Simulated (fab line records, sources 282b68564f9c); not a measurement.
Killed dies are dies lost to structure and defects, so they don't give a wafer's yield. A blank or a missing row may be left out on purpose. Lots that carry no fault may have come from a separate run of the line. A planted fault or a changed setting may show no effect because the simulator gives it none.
fab line records	flow ritCmos
record lots=6	wafers=18	lastDay=7
route steps=202 shown M1@184
lots that met no fault: from a run of the same line without faults
startH: hours from the record's opening day to when the first of the lot's shown wafers began	waitH: time in hours since the lot's previous step	" repeats the value in the row above	L1.1+2: several wafers, shown together as one row	- value missing, or start not given	* or withheld: withheld	< > ~ a bound
route shown NAME@n: a module of which the file shows steps, and the number in the route of the first	usual: mean/standard deviation of fault-free wafers	same: alike in all rows	chamber/n: place in a boat	sites: per-site readings	_std_site: their standard deviation	_edge_site: outer sites' mean less inner sites'	radiusMm: for every site, how far away it sits from the centre of the wafer	mask NAME#n: copy n	behind: the tool/chamber that last shaped the wafer	hold: why the lot was held/for how many hours/how that ended	device: the transistor (n, p or np) that didn't switch	end of line: tests run on the same wafers once the route is complete	for a step that has no rows: nothing shown but its recipe	killed: dies that structure and defects cost at the first sort, which is not the same as the wafer's yield	map: the dies of a wafer, with x for killed, . for not killed, _ for no die there
set.NAME: the run value of the setting; set.NAME@STEP: its run value at that earlier step	model.NAME: the simulator's own value behind a step, which no gauge read
a table for each step, a row for each wafer; lots at some steps of the route
services: a tool's chamber out of use, with start hour (startH, from the record's first day; less than 0 if before it), hours out, and reason
## steps
# step RIT_M1_SPUTTER_00
# recipe material=Al	targetThkNm=400	powerW=2000	chamberPressurePa=0.4	gas=Ar	timeS=500	substrateTempC=25
# usual throttleValvePct=29.8/0.95
lot.wafer	tool	chamber	startH	waitH	throttleValvePct
L276.1	pvdSputter-03	-	57.92	0.0	31.1
L276.3	"	-	"	"	28.4
L276.6	"	-	"	"	28.4
L284.2	pvdSputter-03	-	97.80	0.0	31.1
L284.3	"	-	"	"	28.3
L284.5	"	-	"	"	30.2
L293.3	pvdSputter-01	-	139.83	0.0	29.5
L293.4	"	-	"	"	30.6
L293.5	"	-	"	"	30.7
L295.2	pvdSputter-01	-	152.26	0.0	29.2
L295.3	"	-	"	"	30.5
L295.5	"	-	"	"	30.3
L296.1	pvdSputter-03	-	158.23	0.0	29.1
L296.3	"	-	"	"	31.3
L296.6	"	-	"	"	28.1
L297.3	pvdSputter-01	-	160.59	0.0	30.8
L297.5	"	-	"	"	30.6
L297.6	"	-	"	"	30.8
# step RIT_M1_RS_MEAS_01
# recipe thkMeasGauge=four-point-probe	reads=Al_of_M1_SPUTTER_00
# usual M1_AL_RS=0.0738/0.00083
lot.wafer	tool	chamber	startH	waitH	M1_AL_RS[ohm/sq]
L276.1	filmMetro-02	-	58.21	0.1	0.0737
L276.3	"	-	"	"	0.0728
L276.6	"	-	"	"	0.0729
L284.2	filmMetro-02	-	98.12	0.2	0.0738
L284.3	"	-	"	"	0.0734
L284.5	"	-	"	"	0.0756
L293.3	filmMetro-02	-	140.16	0.2	0.0741
L293.4	"	-	"	"	0.0743
L293.5	"	-	"	"	0.0747
L295.2	filmMetro-03	-	152.57	0.2	0.0732
L295.3	"	-	"	"	0.0732
L295.5	"	-	"	"	0.0728
L296.1	filmMetro-01	-	158.52	0.1	0.0728
L296.3	"	-	"	"	0.0729
L296.6	"	-	"	"	0.0725
L297.3	filmMetro-03	-	160.93	0.2	0.0753
L297.5	"	-	"	"	0.0753
L297.6	"	-	"	"	0.0751
# step RIT_M1_THK_MEAS_02
# recipe thkMeasGauge=xrf	reads=Al_of_M1_SPUTTER_00
# usual M1_AL_THK=397/4.5
lot.wafer	tool	chamber	startH	waitH	M1_AL_THK[nm]
L276.1	filmMetro-02	-	58.33	0.1	399
L276.3	"	-	"	"	404
L276.6	"	-	"	"	400
L284.2	filmMetro-02	-	98.23	0.1	401
L284.3	"	-	"	"	402
L284.5	"	-	"	"	388
L293.3	filmMetro-02	-	140.26	0.1	396
L293.4	"	-	"	"	393
L293.5	"	-	"	"	393
L295.2	filmMetro-03	-	152.68	0.1	401
L295.3	"	-	"	"	398
L295.5	"	-	"	"	400
L296.1	filmMetro-01	-	158.64	0.1	401
L296.3	"	-	"	"	403
L296.6	"	-	"	"	404
L297.3	filmMetro-03	-	161.03	0.1	389
L297.5	"	-	"	"	387
L297.6	"	-	"	"	389
# step RIT_M1_HMDS_03
# recipe primeTimeS=60	primeTempC=140
# step RIT_M1_COAT_04
# recipe resist=NOVOLAK	spinRpm=2000	resistThkNm=1300
# step RIT_M1_SOFTBAKE_05
# recipe resist=NOVOLAK	tempC=90	timeS=60
# step RIT_M1_EXPOSE_06
# recipe maskId=M12	na=0.6	sourceShape=conventional	sigmaOuter=0.5	targetCdNm=2600	doseMj=250
# step RIT_M1_PEB_07
# recipe resist=NOVOLAK	tempC=withheld	timeS=withheld
# step RIT_M1_DEVELOP_08
# recipe resist=NOVOLAK	developTimeS=68	devTempC=23
# step RIT_M1_CD_MEAS_09
# recipe targetCdNm=2600
# usual cdNm=2600.6/1.8
lot.wafer	tool	chamber	startH	waitH	cdNm
L276.1	cdSem-01	-	59.40	-	2600.7
L276.3	"	-	"	"	2602.4
L276.6	"	-	"	"	2602.4
L284.2	cdSem-01	-	99.42	-	2599.6
L284.3	"	-	"	"	2602.3
L284.5	"	-	"	"	2599.9
L293.3	cdSem-01	-	141.35	-	2599.5
L293.4	"	-	"	"	2599.5
L293.5	"	-	"	"	2597.7
L295.2	cdSem-01	-	153.63	-	2600.2
L295.3	"	-	"	"	2600.7
L295.5	"	-	"	"	2600.4
L296.1	cdSem-01	-	159.59	-	2599.0
L296.3	"	-	"	"	2599.4
L296.6	"	-	"	"	2601.7
L297.3	cdSem-02	-	162.11	-	2602.1
L297.5	"	-	"	"	2602.5
L297.6	"	-	"	"	2601.4
# step RIT_M1_OVL_MEAS_10
# usual M1_OVL=0.3/1.5
lot.wafer	tool	chamber	startH	waitH	M1_OVL[nm]
L276.1	overlay-01	-	59.52	0.1	2.5
L276.3	"	-	"	"	1.8
L276.6	"	-	"	"	-0.2
L284.2	overlay-02	-	99.52	0.1	0.8
L284.3	"	-	"	"	-1.1
L284.5	"	-	"	"	-0.4
L293.3	overlay-02	-	141.44	0.1	1.9
L293.4	"	-	"	"	-0.3
L293.5	"	-	"	"	1.1
L295.2	overlay-01	-	153.74	0.1	1.9
L295.3	"	-	"	"	1.4
L295.5	"	-	"	"	1.3
L296.1	overlay-02	-	159.71	0.1	1.2
L296.3	"	-	"	"	0.5
L296.6	"	-	"	"	1.1
L297.3	overlay-02	-	162.20	0.1	-1.5
L297.5	"	-	"	"	-0.4
L297.6	"	-	"	"	-0.2
# step RIT_M1_HARDBAKE_11
# recipe resist=NOVOLAK	tempC=140	timeS=120
# step RIT_M1_METAL_ETCH_12
# recipe stopOn=SiO2	chemistry=Cl2/BCl3	target=Al	timeS=165	overEtchFrac=0.5	pressureMtorr=100	targetDepthA=6000	rfW=250	Cl2_flow_sccm=60	bcl3FlowSccm=50
# usual drypumpMotorCurrentA=5.5/0.34	mfcCl2Sccm=59.99/0.2	oesProductAu=0.774/0.014	rfFwdPowerW=249.3/0.73	throttleValvePct=8.29/0.15
lot.wafer	tool	chamber	startH	waitH	drypumpMotorCurrentA	mfcCl2Sccm	oesProductAu	rfFwdPowerW	rfHoursCounterH	throttleValvePct	model.NOVOLAK_of_M1_COAT_04.thkNm
L276.1	rieMetal-03	0	59.94	0.2	5.1	59.90	0.777	248.8	2	8.27	807.2
L276.3	"	0	"	"	5.0	60.07	0.776	249.5	-	8.28	805.3
L276.6	"	1	"	"	5.3	59.96	0.790	249.6	-	8.02	802.9
L284.2	rieMetal-02	1	99.80	0.2	6.1	60.20	0.807	248.5	35	8.25	804.8
L284.3	"	1	"	"	6.1	60.10	0.795	249.6	-	8.24	809
L284.5	"	1	"	"	6.1	60.16	0.788	249.6	-	8.25	810.6
L293.3	rieMetal-03	0	141.77	0.2	5.1	60.46	0.772	249.7	-	8.27	817.8
L293.4	"	1	"	"	5.3	59.99	0.775	280.1	-	8.03	773.1
L293.5	"	1	"	"	5.3	60.05	0.776	279.9	-	8.02	772.6
L295.2	rieMetal-03	0	154.18	0.2	5.0	59.97	0.772	249.3	4	8.27	810.6
L295.3	"	0	"	"	5.0	59.83	0.771	248.8	-	8.28	814.4
L295.5	"	1	"	"	5.3	60.22	0.787	280.3	-	8.03	772.8
L296.1	rieMetal-02	1	159.99	0.2	6.1	59.93	0.772	249.4	0	8.25	792.9
L296.3	"	1	"	"	6.1	59.69	0.758	249.2	-	8.24	794.1
L296.6	"	0	"	"	5.2	59.85	0.766	249.2	-	8.33	804.2
L297.3	rieMetal-01	1	162.53	0.2	5.7	59.86	0.772	248.5	-	8.50	807.6
L297.5	"	1	"	"	5.7	59.83	0.769	250.6	-	8.51	806.8
L297.6	"	0	"	"	5.6	60.01	0.756	248.1	-	8.38	812.6
# step RIT_M1_STRIP_13
# recipe chemistry=nmp	resist=NOVOLAK	tempC=80	timeS=600	dry=n2Spin
# step RIT_M1_STRIP_14
# recipe chemistry=O2	timeS=180	platenTempC=withheld	powerW=500	pressureMtorr=4000	o2FlowSccm=4000
# usual drypumpMotorCurrentA=5.4/0.44	o2FlowSccm=4001/12
lot.wafer	tool	chamber	startH	waitH	drypumpMotorCurrentA	o2FlowSccm	rfHoursCounterH
L276.1	plasmaAsher-03	1	60.28	0.0	6.0	3991	43
L276.3	"	1	"	"	6.0	3973	-
L276.6	"	0	"	"	5.3	3996	-
L284.2	plasmaAsher-02	0	100.14	0.0	5.3	3995	32
L284.3	"	0	"	"	5.3	4007	-
L284.5	"	0	"	"	5.2	4010	-
L293.3	plasmaAsher-03	0	142.11	0.1	5.3	3999	-
L293.4	"	1	"	"	6.1	3996	-
L293.5	"	1	"	"	6.1	3991	-
L295.2	plasmaAsher-02	0	154.51	0.0	5.3	4009	38
L295.3	"	0	"	"	5.3	3988	-
L295.5	"	0	"	"	5.2	4001	-
L296.1	plasmaAsher-03	0	160.33	0.0	5.2	4014	4
L296.3	"	1	"	"	6.1	3990	-
L296.6	"	0	"	"	5.3	4004	-
L297.3	plasmaAsher-01	1	162.89	0.1	4.8	4009	-
L297.5	"	0	"	"	5.8	4015	-
L297.6	"	1	"	"	4.8	4014	-
# step RIT_M1_CD_MEAS_90
# recipe targetCdNm=2600
# usual cdNm=2601.1/2.5
lot.wafer	tool	chamber	startH	waitH	hold	cdNm
L276.1	cdSem-01	-	60.45	0.1	-	2602.5
L276.3	"	-	"	"	-	2604.0
L276.6	"	-	"	"	-	2603.0
L284.2	cdSem-02	-	100.34	0.1	-	2600.5
L284.3	"	-	"	"	-	2602.8
L284.5	"	-	"	"	-	2600.8
L293.3	cdSem-02	-	142.26	0.1	awaitDispo/0.2h/release	2598.3
L293.4	"	-	"	"	awaitDispo/0.2h/release	2592.4
L293.5	"	-	"	"	awaitDispo/0.2h/release	2590.4
L293.3	cdSem-02	-	142.55	0.3	-	2598.1
L293.4	"	-	"	"	-	2592.1
L293.5	"	-	"	"	-	2590.3
L295.2	cdSem-01	-	154.71	0.1	awaitDispo/0.2h/release	2599.3
L295.3	"	-	"	"	awaitDispo/0.2h/release	2600.3
L295.5	"	-	"	"	awaitDispo/0.2h/release	2592.1
L295.2	cdSem-01	-	155.00	0.3	-	2599.0
L295.3	"	-	"	"	-	2600.3
L295.5	"	-	"	"	-	2592.0
L296.1	cdSem-01	-	160.51	0.1	-	2598.7
L296.3	"	-	"	"	-	2600.2
L296.6	"	-	"	"	-	2603.6
L297.3	cdSem-01	-	163.05	0.1	-	2600.5
L297.5	"	-	"	"	-	2599.8
L297.6	"	-	"	"	-	2601.9
# step RIT_M1_PROBE_99
# usual defectLimitedYield=97.2/1.3	killedAtContacts=0.1/0.3	killedAtFrontEnd=7/3.3	killedDies=7/3.3	killedOpen=3.8/2.3	killedShort=3.5/2.1	sort_bin_3_pad_short=0.1/0.23	sort_bin_5_function=1.6/0.85	sort_bin_6_memory=1.1/0.74	sortNPass=257/3.3	sortYieldPct=97.2/1.3
# same grossDies=264	killed_at_M0_to_M3=0	killed_at_M4_up=0	killedAtBackSide=0	killedAtOther=0
lot.wafer	tool	chamber	startH	waitH	defectLimitedYield[%]	killedAtContacts	killedAtFrontEnd	killedDies	killedOpen	killedShort	sort_bin_3_pad_short[%]	sort_bin_5_function[%]	sort_bin_6_memory[%]	sortNPass	sortYieldPct[%]
L276.1	prober-01	-	62.19	0.1	95.5	0	12	12	6	6	0	1.5	3.0	252	95.5
L276.3	prober-01	-	62.29	0.2	97.0	1	7	8	4	3	0	2.7	0.4	256	97.0
L276.6	prober-01	-	62.44	0.2	97.3	0	7	7	2	5	0	1.5	1.1	257	97.3
L284.2	prober-01	-	102.11	0.1	98.9	0	3	3	2	1	0	0.8	0.4	261	98.9
L284.3	prober-01	-	102.16	0.2	98.1	0	5	5	2	3	0.4	0.4	1.1	259	98.1
L284.5	prober-01	-	102.26	0.2	98.1	0	5	5	2	3	0	1.5	0.4	259	98.1
L293.3	prober-02	-	147.79	0.2	97.7	0	6	6	1	5	0	1.5	0.8	258	97.7
L293.4	prober-02	-	147.84	0.2	96.6	0	9	9	6	3	0	1.9	1.5	255	96.6
L293.5	prober-02	-	147.89	0.2	98.1	0	5	5	2	3	0.4	1.5	0	259	98.1
L295.2	prober-02	-	158.86	0.1	95.1	1	12	13	8	5	0.4	2.7	1.9	251	95.1
L295.3	prober-02	-	158.91	0.2	95.1	0	13	13	9	4	0	2.3	2.7	251	95.1
L295.5	prober-02	-	159.01	0.2	96.2	1	9	10	6	4	0	1.5	2.3	254	96.2
L296.1	prober-01	-	162.25	0.1	96.2	0	10	10	8	2	0	3.4	0.4	254	96.2
L296.3	prober-01	-	162.35	0.2	97.3	1	6	7	1	6	0.4	1.9	0.4	257	97.3
L296.6	prober-01	-	162.50	0.2	96.6	0	9	9	7	2	0	2.3	1.1	255	96.6
L297.3	prober-02	-	164.85	0.2	98.5	0	4	4	2	2	0	0.4	1.1	260	98.5
L297.5	prober-02	-	164.95	0.2	97.7	0	6	6	3	3	0	1.5	0.8	258	97.7
L297.6	prober-02	-	165.00	0.2	98.1	0	5	5	1	4	0	1.5	0.4	259	98.1
# killed by level:class
L276.1 GATE:geometricParticle:open=3 FOX1:geometricParticle:short=2 GATE:geometricParticle:short=2 FOX1:geometricParticle:open=1 FOX2:geometricParticle:open=1 FOX2:geometricParticle:short=1 REOX:geometricParticle:open=1 SILICIDE:geometricParticle:short=1
L276.3 GATE:geometricParticle:short=3 GATE:geometricParticle:open=2 REOX:geometricParticle:open=1 SILICIDE:geometricParticle:open=1 CONTACT:coatMicrobubblePrinted=1
L276.6 GATE:geometricParticle:short=4 GATE:geometricParticle:open=1 REOX:geometricParticle:short=1 REOX:geometricParticle:open=1
L284.2 FOX2:geometricParticle:open=2 SPACER:geometricParticle:short=1
L284.3 GATE:geometricParticle:short=1 GATE:geometricParticle:open=1 SPACER:geometricParticle:short=1 SILICIDE:geometricParticle:short=1 SILICIDE:geometricParticle:open=1
L284.5 FOX1:geometricParticle:open=2 FOX1:geometricParticle:short=1 GATE:geometricParticle:short=1 SILICIDE:geometricParticle:short=1
L293.3 GATE:geometricParticle:short=3 FOX2:geometricParticle:short=1 REOX:geometricParticle:open=1 REOX:geometricParticle:short=1
L293.4 GATE:geometricParticle:open=2 SPACER:geometricParticle:open=2 FOX2:geometricParticle:open=1 FOX2:geometricParticle:short=1 REOX:geometricParticle:short=1 SPACER:geometricParticle:short=1 SILICIDE:geometricParticle:open=1
L293.5 GATE:geometricParticle:open=2 FOX2:geometricParticle:short=1 GATE:geometricParticle:short=1 REOX:geometricParticle:short=1
L295.2 GATE:geometricParticle:open=5 GATE:geometricParticle:short=3 SPACER:geometricParticle:open=2 REOX:geometricParticle:open=1 SILICIDE:geometricParticle:short=1 CONTACT:geometricParticle:short=1
L295.3 GATE:geometricParticle:open=4 FOX1:geometricParticle:open=2 GATE:geometricParticle:short=2 REOX:geometricParticle:short=2 REOX:geometricParticle:open=2 SPACER:geometricParticle:open=1
L295.5 GATE:geometricParticle:short=3 REOX:geometricParticle:open=2 SPACER:geometricParticle:open=2 FOX1:geometricParticle:open=1 GATE:geometricParticle:open=1 CONTACT:geometricParticle:short=1
L296.1 GATE:geometricParticle:open=3 REOX:geometricParticle:open=3 FOX1:geometricParticle:short=1 FOX1:geometricParticle:open=1 REOX:geometricParticle:short=1 SPACER:geometricParticle:open=1
L296.3 GATE:geometricParticle:short=2 REOX:geometricParticle:short=2 GATE:geometricParticle:open=1 SPACER:geometricParticle:short=1 CONTACT:geometricParticle:short=1
L296.6 GATE:geometricParticle:open=3 SPACER:geometricParticle:open=3 FOX2:geometricParticle:open=1 GATE:geometricParticle:short=1 SPACER:geometricParticle:short=1
L297.3 FOX1:geometricParticle:open=1 REOX:geometricParticle:short=1 SPACER:geometricParticle:short=1 SPACER:geometricParticle:open=1
L297.5 GATE:geometricParticle:open=2 FOX2:geometricParticle:short=1 GATE:geometricParticle:short=1 REOX:geometricParticle:short=1 SPACER:geometricParticle:open=1
L297.6 FOX1:geometricParticle:short=2 SPACER:geometricParticle:short=2 GATE:geometricParticle:open=1
## services
tool	chamber	startH	hours	kind
rieMetal-02	-	74.31	1.8	repair
rieMetal-02	-	83.32	1.4	pm
plasmaAsher-03	-	86.96	2.8	repair
plasmaAsher-03	-	108.75	9.0	pm
plasmaAsher-03	0	108.75	9.0	ventCycle
plasmaAsher-03	1	108.75	9.0	ventCycle
plasmaAsher-03	0	117.75	-	clean
plasmaAsher-03	1	117.75	-	clean
pvdSputter-01	-	121.86	6.6	repair
rieMetal-02	-	136.12	20.0	pm
rieMetal-02	0	136.12	20.0	ventCycle
rieMetal-02	1	136.12	20.0	ventCycle
pvdSputter-01	-	137.30	0.7	repair
plasmaAsher-02	-	153.39	1.0	repair
rieMetal-02	0	156.12	-	clean
rieMetal-02	1	156.12	-	clean
## key
firstSign step=RIT_M1_METAL_ETCH_12	reading=rfFwdPowerW	direction=up	sigmas=42	usual=249.3	struck=280.1
effect step=RIT_M1_CD_MEAS_90	reading=visit	direction=added
modelEffect step=RIT_M1_METAL_ETCH_12	value=NOVOLAK_of_M1_COAT_04.thkNm	without=812.1	struck=772.8
metAt RIT_M1_METAL_ETCH_12
struckWafers L293.4,L293.5,L295.5
onsetBetween 59.94 141.77
fault kind=processParameterDrift	tool=rieMetal-03	chamber=1	onsetH=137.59	steps=RIT_M1_METAL_ETCH_12	channel=rfW	offset=30	shape=step	endH=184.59	stated=250
